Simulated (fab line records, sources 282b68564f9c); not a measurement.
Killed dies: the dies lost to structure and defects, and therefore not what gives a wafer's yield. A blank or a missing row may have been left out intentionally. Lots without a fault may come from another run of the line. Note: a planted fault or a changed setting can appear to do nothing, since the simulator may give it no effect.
Problem report, 8D (eight disciplines) form, completed by code / flow rit cmos / the parts of the form that need people (team, actions taken, sign-off) are left out

## 1. THE ISSUE
beam energy keV at RIT_NLDD_IMPLANT_08 reads a mean of 19.514 on 6 wafers of 2 lots; wafers without a fault read 20.000 with a standard deviation of 0.0062. That puts it -78 standard deviations away from the usual mean.
Seen first at day 7 23:18 on implanter-02, wafer L877.2. The record holds 18 wafers of 6 lots with a number at this step. The rule behind "out" and "out of limits": a value lying over 4 standard deviations away from the usual mean. Any other wafer with a number is counted as sound.

## 2. WHAT THIS IS AND IS NOT
question=which readings at this step; is=beam energy keV; is not=dose ions cm2, end station pressure torr
question=which lots; is=L877, L878; is not=L855, L856, L860, L861
question=which wafers of those lots; is=all that have a number; is not=-
question=read on which tools; is=implanter-02; is not=implanter-03, implanter-04
question=when; is=from day 7 23:18; is not=up to then (12 sound wafers)

## 3. THE SUSPECTS, EACH WITH WHAT RULES IT OUT
Counting: any tool at a process step up to the reading is kept as a suspect provided that every lot that is out went through it and no sound lot did after the first of them.
- implanter-02 at RIT_NLDD_IMPLANT_08: kept. Every lot that is out went through it, starting with L877 (day 7 23:18), and after that it ran no sound lot; the last sound lot it ran before then is L856 (day 3 00:34). Its own readings are out on those wafers: beam energy keV.
Remaining after the count: implanter-02 at RIT_NLDD_IMPLANT_08.

## 4. THE CAUSE (what the simulator had put in)
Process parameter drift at RIT_NLDD_IMPLANT_08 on implanter-02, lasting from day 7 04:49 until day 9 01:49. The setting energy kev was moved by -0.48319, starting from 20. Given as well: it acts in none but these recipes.
After counting, this tool was the only one left.

## 5. THE EFFECT CHAIN, in route order
Rows list readings where the struck wafers' mean (over those with a number) sits beyond 3 standard deviations from the usual. Only readings whose record carries a usual standard deviation are examined. hours: median over the lots of the time between each lot's start at the first step of this table that gives one and its start at this step. sigmas: the change, counted in usual standard deviations.
hours=0; step=RIT_NLDD_IMPLANT_08; reading=beam energy keV; usual=20.000; on struck wafers=19.514; change=-0.486; sigmas=-78
Here are the process steps it includes:
- RIT_NLDD_IMPLANT_08

## 6. HOW IT WOULD HAVE BEEN CAUGHT EARLIER
18 hours passed between the start of the fault at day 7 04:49 and the first reading out of limits in this record, taken at day 7 23:18.
